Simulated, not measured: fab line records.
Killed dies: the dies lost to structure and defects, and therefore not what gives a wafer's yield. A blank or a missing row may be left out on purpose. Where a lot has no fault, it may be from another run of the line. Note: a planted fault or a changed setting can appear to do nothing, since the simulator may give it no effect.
Chamber matching | flow berkeley-cmos170 | 4 sister chambers for UCB170_CONTACT_ETCH_17 on rie-diel-03
The step etches BARC in N2/H2. 16 wafers are shown with their chamber, then 8 later ones without.

## EACH WAFER AND ITS CHAMBER
wafer  | chamber | throttle-valve-pct (%) | drypump-motor-current-A (A) | oes-product-au (a.u.)
L911.2 | 0       | 13.12                  | 6.7                         | 1.019
L911.4 | 2       | 13.49                  | 5.7                         | 1.017
L911.6 | 2       | 13.47                  | 5.7                         | 1.023
L912.3 | 1       | 13.15                  | 5.0                         | 0.994
L912.4 | 3       | 13.36                  | 5.6                         | 0.982
L912.6 | 3       | 13.36                  | 5.7                         | 0.978
L914.3 | 1       | 13.15                  | 5.0                         | 1.006
L914.4 | 0       | 13.14                  | 6.7                         | 1.009
L914.5 | 0       | 13.14                  | 6.6                         | 1.008
L916.1 | 3       | 13.35                  | 5.7                         | 0.978
L916.2 | 2       | 13.49                  | 5.8                         | 1.012
L916.3 | 0       | 13.13                  | 6.6                         | 1.012
L915.2 | 1       | 13.15                  | 5.0                         | 0.993
L915.3 | 3       | 13.37                  | 5.6                         | 0.973
L915.6 | 2       | 13.49                  | 5.7                         | 1.023
L921.3 | 3       | 13.36                  | 5.7                         | 0.968

SIGNATURES (means of the wafers above)
reading                 | chamber 0 | chamber 1 | chamber 2 | chamber 3 | scatter within a chamber
throttle-valve-pct      | 13.1325   | 13.1500   | 13.4850   | 13.3600   | 0.00804
drypump-motor-current-A | 6.650     | 5.000     | 5.725     | 5.660     | 0.0496
oes-product-au          | 1.01200   | 0.99767   | 1.01875   | 0.97580   | 0.00563
Rule: for each reading, subtract the chamber's mean from the wafer's reading, divide by that reading's scatter and square the result; add these up over the readings and take the root, which gives the wafer's distance from the chamber. The wafer belongs to the nearest chamber; if the next one is less than 2 further off, it can't be placed. The scatter: take each reading less its chamber's mean, square it, sum over the shown wafers, divide by the number of wafers less the number of chambers, and take the root.

## WAFERS WHOSE CHAMBER IS MISSING
wafer  | throttle-valve-pct (%) | drypump-motor-current-A (A) | oes-product-au (a.u.)
L921.4 | 13.13                  | 6.7                         | 1.001
L921.5 | 13.13                  | 6.7                         | 0.998
L924.2 | 13.50                  | 5.7                         | 1.004
L924.3 | 13.13                  | 6.7                         | 0.994
L924.5 | 13.14                  | 5.0                         | 0.986
L931.4 | 13.13                  | 5.0                         | 0.985
L931.5 | 13.15                  | 5.0                         | 0.982
L931.6 | 13.12                  | 6.7                         | 0.996

## WHICH CHAMBER EACH WENT THROUGH
wafer  | from the rows above | in truth
L921.4 | 0                   | 0
L921.5 | 0                   | 0
L924.2 | 2                   | 2
L924.3 | 0                   | 0
L924.5 | 1                   | 1
L931.4 | 1                   | 1
L931.5 | 1                   | 1
L931.6 | 0                   | 0
8 of 8 placed correctly. Number that these rows cannot place: 0. Wrongly placed: 0.
